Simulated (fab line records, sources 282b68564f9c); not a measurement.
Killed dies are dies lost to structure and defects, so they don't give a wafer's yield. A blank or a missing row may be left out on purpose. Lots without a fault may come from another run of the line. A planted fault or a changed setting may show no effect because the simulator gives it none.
Which tool did it? | flow rit_cmos | 12 lots, 36 wafers sampled, at 1 step of a route of 202

WHAT THE GAUGES READ, wafer by wafer
The record holds no reading of a measuring or inspecting step that can be judged against a usual standard deviation.

WHICH TOOL RAN EACH LOT (tool, then ch and the chambers of the sampled wafers, then the start)
lot  | RIT_GATE_SOFTBAKE_12
L942 | litho_track-02 ch 0, day 2 13:35
L943 | litho_track-02 ch 0, day 2 17:38
L944 | litho_track-01 ch 0, day 3 04:33
L945 | litho_track-04 ch 0, day 3 07:02
L946 | litho_track-01 ch 0, day 3 15:20
L954 | litho_track-04 ch 0, day 5 04:44
L957 | litho_track-04 ch 0, day 6 00:17
L960 | litho_track-02 ch 0, day 6 19:06
L961 | litho_track-02 ch 0, day 7 03:31
L962 | litho_track-02 ch 0, day 7 12:11
L964 | litho_track-04 ch 0, day 8 00:59
L965 | litho_track-01 ch 0, day 8 01:02
- RIT_GATE_SOFTBAKE_12: time 60 s.

WHAT THE TOOLS THEMSELVES READ (means of the sampled wafers that have a number; where no wafer has one, the mark that the record gives instead)
RIT_GATE_SOFTBAKE_12.
lot  | tool           | heater_power_total_W (W) | run_length_s (s)
L942 | litho_track-02 | 34.52                    | 89.19
L943 | litho_track-02 | 34.55                    | 89.34
L944 | litho_track-01 | 34.54                    | 89.28
L945 | litho_track-04 | 34.56                    | 89.08
L946 | litho_track-01 | 34.59                    | 89.35
L954 | litho_track-04 | 47.05                    | 48.03
L957 | litho_track-04 | 46.95                    | 48.18
L960 | litho_track-02 | 34.56                    | 89.29
L961 | litho_track-02 | 34.56                    | 89.27
L962 | litho_track-02 | 34.59                    | 89.44
L964 | litho_track-04 | 34.60                    | 89.07
L965 | litho_track-01 | 34.52                    | 89.38

THE ANSWER, worked out from the rows above alone
Rule: what is usual is taken from the lots themselves. Put in order of their means at a reading, lots are off if they are a third of the lots or fewer, leave a main group of 4 or more, and stand apart from it by a gap of 3 or more times the standard deviation of the main group's means; of several such gaps the widest counts. A main group whose means are all the same, to the digits that the tables above print for the reading, isn't used. A lot without any number at a reading at which 4 lots or more have one is off too. The other lots that the step has rows for count as sound. The gauges are gone through in route order, then the tools' own readings, and for those a lot's mean is taken as printed above. The first step at which some lot is off is used, and at that step the reading that is off furthest; a lot without a number counts as furthest.
Off: L954, L957, at RIT_GATE_SOFTBAKE_12 (heater_power_total_W). The main group: mean 34.56 W, standard deviation 0.027.
A tool fits if, at that step or a process step before it, it ran every lot that is off, and no sound lot after the first of them. None of those tried fits.

WHAT THE SIMULATOR HAD PUT IN
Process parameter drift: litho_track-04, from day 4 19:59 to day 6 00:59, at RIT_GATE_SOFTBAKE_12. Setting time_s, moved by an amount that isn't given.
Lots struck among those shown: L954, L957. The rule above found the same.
